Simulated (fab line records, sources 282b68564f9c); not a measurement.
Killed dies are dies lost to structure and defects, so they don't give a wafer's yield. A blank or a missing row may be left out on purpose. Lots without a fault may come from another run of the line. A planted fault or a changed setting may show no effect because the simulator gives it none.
Which tool did it? | flow rit_cmos | 6 lots, 18 wafers sampled, at 2 steps of a route of 202

WHAT THE GAUGES READ, wafer by wafer
RIT_ACTIVE_THK_MEAS_04.
lot  | measured    | on            | ACTIVE_NITRIDE_THK (nm)
L397 | day 1 18:35 | film_metro-04 | 151.2 151.0 150.6
L399 | day 2 04:33 | film_metro-02 | 151.2 150.9 150.8
L408 | day 4 02:58 | film_metro-01 | 220.6 221.1 220.7 220.6 220.9 220.7
L412 | day 4 22:28 | film_metro-04 | 148.3 146.9 147.7
L414 | day 5 08:10 | film_metro-04 | 149.5 148.2 148.3
L418 | day 6 03:34 | film_metro-04 | 148.5 149.8 148.9

WHICH TOOL RAN EACH LOT (tool, then ch and the chambers of the sampled wafers, then the start)
lot  | RIT_ACTIVE_CVD_03
L397 | lpcvd-01 ch 0, day 1 17:11
L399 | lpcvd-01 ch 0, day 2 03:07
L408 | lpcvd-01 ch 0, day 4 01:33
L412 | lpcvd-02 ch 0, day 4 21:02
L414 | lpcvd-02 ch 1, day 5 06:45
L418 | lpcvd-02 ch 1, day 6 02:07
- RIT_ACTIVE_CVD_03: deposits Si3N4 from SiH2Cl2/NH3, target thk 150 nm, time 1500 s.

THE ANSWER, worked out from the rows above alone
Rule: what is usual is taken from the lots themselves. Put in order of their means at a reading, lots are off if they are a third of the lots or fewer, leave a main group of 4 or more, and stand apart from it by a gap of 3 or more times the standard deviation of the main group's means; of several such gaps the widest counts. A main group whose means are all the same, to the digits that the tables above print for the reading, isn't used. A lot without any number at a reading at which 4 lots or more have one is off too. The other lots that the step has rows for count as sound.
Off: L408, at RIT_ACTIVE_THK_MEAS_04 (ACTIVE_NITRIDE_THK). The main group: mean 149.5 nm, standard deviation 1.3.
A tool fits if, at a process step before that reading, it ran every lot that is off, and no sound lot after the first of them. The gauges at RIT_ACTIVE_THK_MEAS_04 are tried like those tools. Can't be told from this: 2 tools fit, lpcvd-01 at RIT_ACTIVE_CVD_03, film_metro-01 at RIT_ACTIVE_THK_MEAS_04.

WHAT THE SIMULATOR HAD PUT IN
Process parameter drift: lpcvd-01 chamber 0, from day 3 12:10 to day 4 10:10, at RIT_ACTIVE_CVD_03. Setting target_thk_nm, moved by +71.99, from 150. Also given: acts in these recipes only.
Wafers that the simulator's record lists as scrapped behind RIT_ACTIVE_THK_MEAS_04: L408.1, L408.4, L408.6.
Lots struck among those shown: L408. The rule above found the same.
